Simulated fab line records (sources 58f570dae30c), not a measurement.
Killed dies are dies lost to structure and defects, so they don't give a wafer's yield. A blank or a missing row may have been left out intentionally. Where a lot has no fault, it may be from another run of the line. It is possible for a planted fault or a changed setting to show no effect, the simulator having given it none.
Which tool was responsible? | flow berkeley cmos170 | 42 wafers sampled from 14 lots at 1 step of a route of 331

WHAT THE GAUGES READ, wafer by wafer
UCB170_CONTACT_CD_MEAS_15: the cd target is 700 nm.
lot  | measured     | on        | cd nm (nm)
L826 | day 8 12:54  | cd sem-02 | 699.7 699.1 699.4
L827 | day 8 18:20  | cd sem-02 | 698.6 701.3 700.9
L828 | day 8 19:35  | cd sem-01 | 701.3 700.2 701.5
L832 | day 9 03:23  | cd sem-02 | 700.4 699.4 699.9
L829 | day 9 03:39  | cd sem-02 | 700.7 702.2 701.5
L831 | day 9 04:16  | cd sem-02 | 696.9 696.6 697.5
L839 | day 10 19:15 | cd sem-02 | 699.5 700.5 697.3
L836 | day 10 19:30 | cd sem-02 | 698.6 699.3 698.7
L838 | day 10 21:27 | cd sem-01 | 701.9 701.7 700.6
L835 | day 10 21:44 | cd sem-01 | 700.3 701.4 701.8
L845 | day 12 04:20 | cd sem-01 | 702.4 703.0 702.3
L843 | day 12 04:38 | cd sem-02 | 699.2 700.5 699.8
L848 | day 12 19:05 | cd sem-01 | 701.5 700.2 701.0
L849 | day 13 03:16 | cd sem-02 | 702.5 701.5 701.7

WHAT TOOL EACH LOT RAN ON (gives the tool, then ch and the chambers of the sampled wafers, and finally the start)
The record holds no process step before these readings.

WHAT THE TOOLS THEMSELVES READ (means of the sampled wafers that have a number; where no wafer has one, the mark that the record gives instead)
The record holds no such reading with a usual standard deviation.

THE ANSWER, worked out from the rows above alone
Rule: usual is defined by the lots themselves. The widest of any qualifying gaps counts: lots, ordered by their means at a reading, are off when they make up no more than a third of the lots, leave a main group of 4 or more, and stand apart from it by 3 or more times the standard deviation of that group's means. Not used: any main group whose means are identical at the precision the tables above print for the reading. Also off: a lot with no number at a reading for which 4 or more lots have one. Any other lot the step has rows for is counted as sound. First the gauges in route order, then the tools' own readings, where a lot's mean is used as printed above. At the first step where some lot is off, the reading lying furthest off is the one used; lots without a number count as furthest.
No lot is off at any reading shown: from this, nothing can be told.

WHAT WAS PUT IN BY THE SIMULATOR
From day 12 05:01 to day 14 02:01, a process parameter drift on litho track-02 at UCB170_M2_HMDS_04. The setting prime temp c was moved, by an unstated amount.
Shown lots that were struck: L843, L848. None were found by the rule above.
